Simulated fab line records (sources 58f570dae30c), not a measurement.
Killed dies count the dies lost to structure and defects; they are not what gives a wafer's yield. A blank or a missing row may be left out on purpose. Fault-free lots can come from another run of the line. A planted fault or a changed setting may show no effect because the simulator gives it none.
2 desks, one fault | flow berkeley_cmos170 | each desk has only its own numbers; what lay behind them comes last

== FOR THE TOOL OWNER'S DESK: rie_diel-02 ==
The tool's own readings at UCB170_M2_ETCH_17 (etches BARC in N2/H2): means of the sampled wafers that have a number, for each lot that ran on this tool. A lot is out of limits, marked OUT, if its mean lies more than 4 standard deviations from the usual mean; the brackets give that distance.
Columns: A = bias_w at UCB170_M2_ETCH_17, usual 100.01 W; B = drypump_motor_current_A at UCB170_M2_ETCH_17, usual 5.6 A; C = oes_product_au at UCB170_M2_ETCH_17, usual 0.999 a.u.; D = throttle_valve_pct at UCB170_M2_ETCH_17, usual 13.27 %
lot  | first seen here | A      | B   | C               | D
L749 | day 10 19:10    | 99.92  | 5.8 | 0.997           | 13.27
L754 | day 11 05:19    | 100.09 | 5.5 | 0.992           | 13.28
L755 | day 11 06:01    | 100.09 | 5.5 | 0.984           | 13.31
L758 | day 12 04:04    | 100.21 | 6.0 | 0.727 (-15) OUT | 13.20
L763 | day 12 09:16    | 100.26 | 5.5 | 0.991           | 13.29
This desk's verdict: out of limits on L758, starting with L758 at day 12 04:04 (oes_product_au at UCB170_M2_ETCH_17). Within limits: L749, L754, L755, L763.

== THE METROLOGY DESK ==
What the gauges read, lot by lot, whatever tool the lot ran on: means of the sampled wafers that have a number. A lot is out of limits, marked OUT, if its mean lies more than 4 standard deviations from the usual mean; the brackets give that distance.
Columns: A = NLDD_OVL at UCB170_NLDD_OVL_MEAS_07, usual 0 nm; B = NSD_OVL at UCB170_NSD_OVL_MEAS_07, usual -3 nm
lot  | first seen here | A   | B
L742 | day 6 22:19     | 5   | 8
L741 | day 7 10:29     | 5   | -4
L744 | day 7 23:31     | -2  | -8
L746 | day 7 23:44     | 8   | 1
L745 | day 7 23:46     | 2   | 5
L747 | day 8 15:52     | -2  | 3
L751 | day 9 02:29     | 5   | -3
L749 | day 9 02:38     | -4  | -5
L754 | day 9 15:33     | -13 | -10
L755 | day 9 16:27     | -8  | 4
L758 | day 10 12:06    | -7  | -8
L763 | day 11 03:41    | 10  | -1
L762 | day 11 04:25    | -3  | -3
This desk's finding: nothing out of limits on any of the 13 lots.

== ALL TOGETHER ==
An alarm could have come from the tool owner's desk at day 12 04:04, on L758.
Metrology desk: nothing out of limits seen.
The metrology desk has L758 on record, within its limits.
The lots listed all ran UCB170_M2_ETCH_17 on rie_diel-02.

== WHAT THE SIMULATOR HAD INSERTED ==
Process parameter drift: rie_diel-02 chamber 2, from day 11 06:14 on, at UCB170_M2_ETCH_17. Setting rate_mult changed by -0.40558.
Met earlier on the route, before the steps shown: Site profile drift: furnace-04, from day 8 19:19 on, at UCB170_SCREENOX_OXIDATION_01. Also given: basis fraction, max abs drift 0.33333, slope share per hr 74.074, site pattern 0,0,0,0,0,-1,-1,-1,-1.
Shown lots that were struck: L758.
Time in hours from fault onset to the first out-of-limits reading at each desk: the tool owner's desk, 22.
